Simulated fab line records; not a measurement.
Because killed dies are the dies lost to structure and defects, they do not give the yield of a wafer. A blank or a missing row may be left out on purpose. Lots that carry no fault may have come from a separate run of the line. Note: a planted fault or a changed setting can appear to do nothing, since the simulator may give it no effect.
A single fault, viewed from 2 desks | flow rit cmos | only its own numbers are on each desk; what lay behind them is given at the end

## THE METROLOGY DESK
What the gauges read for every lot (on any tool): the sampled wafers with a number, averaged. If a lot's mean is further than 4 standard deviations from the usual mean, the lot is out of limits and carries the mark OUT (the distance appears in the brackets).
Columns: A = SPACER_NITRIDE_THK at RIT_SPACER_THK_MEAS_04, usual 249.2 nm
lot  | first seen here | A
L381 | day 2 22:47     | 249.1
L382 | day 3 03:50     | 246.8
L383 | day 3 09:11     | 246.5
L385 | day 3 18:50     | 249.5
L387 | day 4 04:01     | 249.0
L388 | day 4 09:19     | 246.7
L389 | day 4 14:43     | 250.8
L394 | day 5 16:50     | 396.8 (+67) OUT
L398 | day 6 12:53     | 250.9
L401 | day 7 02:01     | 250.8
L402 | day 7 07:21     | 248.2
L403 | day 7 11:44     | 253.1
L404 | day 7 17:40     | 251.1
Finding of this desk: L394 out of limits, first seen on L394 at day 5 16:50 (SPACER_NITRIDE_THK at RIT_SPACER_THK_MEAS_04). In limits: L381, L382, L383, L385, L387, L388, L389, L398, L401, L402, L403, L404.

## TOOL OWNER'S DESK, lpcvd-01
The tool's own readings at RIT_SPACER_CVD_03 (deposits Si3N4 from SiH2Cl2/NH3, target thk 250 nm, time 3300 s): means of the sampled wafers that have a number, for each lot that ran on this tool. If a lot's mean is further than 4 standard deviations from the usual mean, the lot is out of limits and carries the mark OUT (the distance appears in the brackets).
Columns: A = zone power centre pct at RIT_SPACER_CVD_03, usual 38 %
lot  | first seen here | A
L383 | day 3 07:17     | 41
L385 | day 3 16:54     | 42
L387 | day 4 02:06     | 40
L388 | day 4 07:23     | 40
L394 | day 5 14:53     | 42
This desk's verdict: no lot among the 5 shows anything out of limits.

## ALL TOGETHER
Metrology desk: alarm possible at day 5 16:50 on L394.
The tool owner's desk saw nothing out of limits.
The tool owner's desk has L394 on record, within its limits.
Of the lots named, all ran RIT_SPACER_CVD_03 on lpcvd-01.

## WHAT THE SIMULATOR PUT IN
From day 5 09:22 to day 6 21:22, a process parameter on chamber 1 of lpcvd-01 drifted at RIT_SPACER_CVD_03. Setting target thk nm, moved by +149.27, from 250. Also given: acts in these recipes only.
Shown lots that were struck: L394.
Time in hours between the start of the fault and the first out-of-limits reading at each desk: metrology desk, 7.
